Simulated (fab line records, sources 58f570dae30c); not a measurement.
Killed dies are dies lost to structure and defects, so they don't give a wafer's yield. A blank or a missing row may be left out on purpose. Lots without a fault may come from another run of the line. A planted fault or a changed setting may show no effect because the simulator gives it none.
Which tool did it? | flow berkeley_cmos170 | 7 lots, 21 wafers sampled, at 1 step of a route of 331

WHAT THE GAUGES READ, wafer by wafer
UCB170_START_THK_MEAS_03.
lot  | measured    | on            | START_OXIDE_THK (nm)
L535 | day 1 19:25 | film_metro-02 | 19.6 19.7 19.8
L537 | day 2 07:30 | film_metro-02 | 19.7 19.7 19.5
L539 | day 2 17:12 | film_metro-04 | 20.2 20.2 20.3
L543 | day 3 09:52 | film_metro-02 | 19.5 19.7 19.8
L544 | day 3 17:22 | film_metro-02 | 20.0 20.3 20.3
L550 | day 5 00:25 | film_metro-03 | 19.7 19.5 20.0
L555 | day 6 02:17 | film_metro-04 | 20.1 20.0 19.7

WHICH TOOL RAN EACH LOT (tool, then ch and the chambers of the sampled wafers, then the start)
The record holds no process step before these readings.

THE ANSWER, worked out from the rows above alone
Rule: what is usual is taken from the lots themselves. Put in order of their means at a reading, lots are off if they are a third of the lots or fewer, leave a main group of 4 or more, and stand apart from it by a gap of 3 or more times the standard deviation of the main group's means; of several such gaps the widest counts. A main group whose means are all the same, to the digits that the tables above print for the reading, isn't used. A lot without any number at a reading at which 4 lots or more have one is off too. The other lots that the step has rows for count as sound.
No lot is off at any reading shown: from this, nothing can be told.

WHAT THE SIMULATOR HAD PUT IN
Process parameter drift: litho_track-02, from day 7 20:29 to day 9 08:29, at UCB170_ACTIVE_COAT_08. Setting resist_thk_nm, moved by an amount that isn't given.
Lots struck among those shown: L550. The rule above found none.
